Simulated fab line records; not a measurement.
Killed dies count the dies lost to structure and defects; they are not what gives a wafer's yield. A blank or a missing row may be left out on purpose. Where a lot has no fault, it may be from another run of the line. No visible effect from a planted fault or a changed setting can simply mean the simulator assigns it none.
What tool caused it? -- flow berkeley-cmos170 -- 13 lots with 39 wafers sampled at 6 steps, on a route of 331 steps

WHAT EACH GAUGE READ, for each wafer
UCB170_PWELL_THK_MEAS_06.
lot,measured,on,PWELL_NITRIDE_THK (nm)
L262,day 3 08:21,film-metro-02,216.0 216.1 217.2
L263,day 3 21:14,film-metro-03,221.4 223.6 223.2
L264,day 3 21:13,film-metro-01,223.0 222.2 223.5
L265,day 3 21:14,film-metro-02,222.3 221.6 221.7
L266,day 4 05:40,film-metro-01,221.0 219.2 221.0
L267,day 4 05:40,film-metro-03,217.8 217.9 219.3
L271,day 4 23:41,film-metro-02,139.6 141.4 140.0
L273,day 5 07:29,film-metro-02,222.6 220.9 221.6
L278,day 6 13:50,film-metro-01,219.0 220.5 218.9
L279,day 6 13:50,film-metro-02,222.4 223.1 222.4
L283,day 7 22:01,film-metro-03,224.2 223.7 224.4
L284,day 7 22:05,film-metro-03,220.6 220.5 221.9
L285,day 7 22:01,film-metro-01,221.9 223.5 222.7

UCB170_ACTIVE_CD_MEAS_90 targets a cd of 1200 nm.
lot,measured,on,cd-nm (nm)
L262,day 4 16:58,cd-sem-02,1199.1 1198.4 1199.4
L263,day 5 05:22,cd-sem-02,1199.8 1199.4 1199.4
L264,day 5 05:20,cd-sem-01,1199.1 1200.0 1199.7
L265,day 5 05:29,cd-sem-01,1197.3 1199.2 1198.4
L266,day 5 12:53,cd-sem-02,1199.7 1200.3 1201.2
L267,day 5 12:39,cd-sem-02,1200.4 1200.3 1202.0
L271,day 6 10:47,cd-sem-02,1198.3 1199.1 1200.7
L273,day 6 18:55,cd-sem-02,1201.7 1202.7 1201.9
L278,day 8 01:21,cd-sem-02,1200.4 1199.7 1200.7
L279,day 8 01:37,cd-sem-01,1198.7 1198.5 1197.4
L283,day 9 05:28,cd-sem-02,1202.5 1201.8 1200.6
L284,day 9 05:24,cd-sem-01,1200.3 1201.2 1200.7
L285,day 9 05:37,cd-sem-01,1198.9 1199.6 1199.2

UCB170_PFIELD_OVL_MEAS_06.
lot,measured,on,PFIELD_OVL (nm)
L262,day 4 18:16,overlay-01,5 4 5
L263,day 5 07:55,overlay-01,-3 -12 -1
L264,day 5 08:38,overlay-02,-14 -8 -17
L265,day 5 08:11,overlay-02,1 2 5
L266,day 5 15:17,overlay-01,-7 -9 -4
L267,day 5 15:32,overlay-02,1 -5 4
L271,day 6 14:01,overlay-01,14 6 2
L273,day 6 22:26,overlay-02,-9 -3 -1
L278,day 8 05:26,overlay-02,2 4 3
L279,day 8 05:59,overlay-01,14 5 8
L283,day 9 07:29,overlay-01,7 1 7
L284,day 9 06:55,overlay-02,-10 7 3
L285,day 9 08:46,overlay-01,9 0 -5

WHAT TOOL EACH LOT RAN ON (gives the tool, then ch and the chambers of the sampled wafers, and finally the start)
lot,UCB170_ZERO_ETCH_06,UCB170_PWELL_CVD_05,UCB170_PWELL_ETCH_14
L262,"rie-diel-03 ch 0,1,3, day 1 17:20","lpcvd-02 ch 1, day 3 05:28","rie-diel-03 ch 1,2,3, day 3 10:16"
L263,"rie-diel-03 ch 0,1,3, day 2 06:23","lpcvd-01 ch 0, day 3 19:18","rie-diel-01 ch 0,2,3, day 3 22:47"
L264,"rie-diel-04 ch 1,3, day 2 10:51","lpcvd-01 ch 1, day 3 19:18","rie-diel-01 ch 0,2,3, day 3 22:55"
L265,"rie-diel-03 ch 2,3, day 2 11:08","lpcvd-01 ch 0, day 3 19:18","rie-diel-03 ch 1,2, day 3 22:48"
L266,"rie-diel-04 ch 0,3, day 2 19:49","lpcvd-01 ch 0, day 4 03:45","rie-diel-01 ch 0,3, day 4 07:47"
L267,"rie-diel-01 ch 1,2,3, day 3 00:49","lpcvd-01 ch 0, day 4 03:45","rie-diel-03 ch 1,2,3, day 4 07:31"
L271,"rie-diel-04 ch 1,2,3, day 3 16:00","lpcvd-01 ch 1, day 4 21:41","rie-diel-03 ch 2,3, day 5 02:07"
L273,"rie-diel-01 ch 1,3, day 4 03:01","lpcvd-02 ch 1, day 5 05:34","rie-diel-02 ch 1,2,3, day 5 08:45"
L278,"rie-diel-03 ch 1,2,3, day 5 05:14","lpcvd-02 ch 1, day 6 09:32","rie-diel-02 ch 0,1,3, day 6 15:09"
L279,"rie-diel-01 ch 0,1,3, day 5 07:38","lpcvd-02 ch 0, day 6 09:32","rie-diel-03 ch 0,2,3, day 6 15:47"
L283,"rie-diel-01 ch 0,1,3, day 6 08:24","lpcvd-02 ch 1, day 7 20:05","rie-diel-01 ch 1,3, day 7 23:32"
L284,"rie-diel-01 ch 1,3, day 6 14:41","lpcvd-02 ch 0, day 7 20:05","rie-diel-03 ch 0,1,3, day 8 00:13"
L285,"rie-diel-03 ch 2,3, day 6 17:00","lpcvd-02 ch 1, day 7 20:05","rie-diel-02 ch 0,1, day 7 23:40"
- UCB170_ZERO_ETCH_06: etches SiO2 in CHF3/CF4/Ar, time 12 s.
- UCB170_PWELL_CVD_05: deposits Si3N4 from SiH2Cl2/NH3, target thk 220 nm, time 3300 s.
- UCB170_PWELL_ETCH_14: etches Si3N4 in CH3F/Ar/O2, stops on SiO2, target depth 242 nm, time 151 s.

AS READ BY THE TOOLS THEMSELVES (means over the sampled wafers that have a number; for cases with no such wafer, the mark the record gives instead)
UCB170_ZERO_ETCH_06.
lot,tool,drypump-motor-current-A (A),oes-product-au (a.u.),throttle-valve-pct (%)
L262,rie-diel-03,6.0,0.627,9.23
L263,rie-diel-03,6.0,0.627,9.24
L264,rie-diel-04,5.3,0.619,9.27
L265,rie-diel-03,5.7,0.620,9.15
L266,rie-diel-04,5.5,0.617,9.29
L267,rie-diel-01,6.0,0.615,9.26
L271,rie-diel-04,5.4,0.622,9.28
L273,rie-diel-01,6.0,0.618,9.18
L278,rie-diel-03,5.9,0.625,9.21
L279,rie-diel-01,6.0,0.607,9.27
L283,rie-diel-01,6.0,0.614,9.27
L284,rie-diel-01,6.0,0.619,9.22
L285,rie-diel-03,5.7,0.616,9.14

UCB170_PWELL_ETCH_14.
lot,tool,CH3F_flow_sccm (sccm),drypump-motor-current-A (A),oes-product-au (a.u.),throttle-valve-pct (%)
L262,rie-diel-03,19.98,5.87,0.934,8.04
L263,rie-diel-01,20.02,6.02,0.933,8.12
L264,rie-diel-01,20.05,6.02,0.933,8.12
L265,rie-diel-03,20.00,5.85,0.946,8.13
L266,rie-diel-01,20.01,5.95,0.938,8.04
L267,rie-diel-03,19.99,5.86,0.938,8.04
L271,rie-diel-03,19.99,5.88,0.738,7.93
L273,rie-diel-02,20.03,5.79,0.938,8.06
L278,rie-diel-02,19.96,6.16,0.932,8.06
L279,rie-diel-03,20.02,5.88,0.958,8.00
L283,rie-diel-01,19.92,6.02,0.953,8.03
L284,rie-diel-03,20.04,6.00,0.955,8.07
L285,rie-diel-02,19.99,6.32,0.941,8.06

THE ANSWER, worked out from the rows above alone
Rule: the usual values come from the lots themselves. The widest of any qualifying gaps counts: lots, ordered by their means at a reading, are off when they make up no more than a third of the lots, leave a main group of 4 or more, and stand apart from it by 3 or more times the standard deviation of that group's means. The tables above print the reading to a certain number of digits; a main group whose means all agree to those digits is not used. A lot without any number at a reading at which 4 lots or more have one is off too. The other lots that the step has rows for count as sound. Order of review: gauges by route order, followed by the tools' own readings, for which a lot's mean as printed above is used. The first step at which some lot is off is used, and at that step the reading that is off furthest; a lot without a number counts as furthest.
Off: L271, seen at UCB170_PWELL_THK_MEAS_06 (PWELL_NITRIDE_THK). The main group: mean 221.2 nm, standard deviation 2.1.
A tool fits if, at a process step before that reading, it ran every lot that is off, and no sound lot after the first of them. The gauges at UCB170_PWELL_THK_MEAS_06 aren't tried: what is off there is off at UCB170_PWELL_ETCH_14 too, on other tools, and a gauge's error can't cause that. Can't be told from this: 2 tools fit, rie-diel-04 at UCB170_ZERO_ETCH_06, lpcvd-01 at UCB170_PWELL_CVD_05.

WHAT WAS PUT IN BY THE SIMULATOR
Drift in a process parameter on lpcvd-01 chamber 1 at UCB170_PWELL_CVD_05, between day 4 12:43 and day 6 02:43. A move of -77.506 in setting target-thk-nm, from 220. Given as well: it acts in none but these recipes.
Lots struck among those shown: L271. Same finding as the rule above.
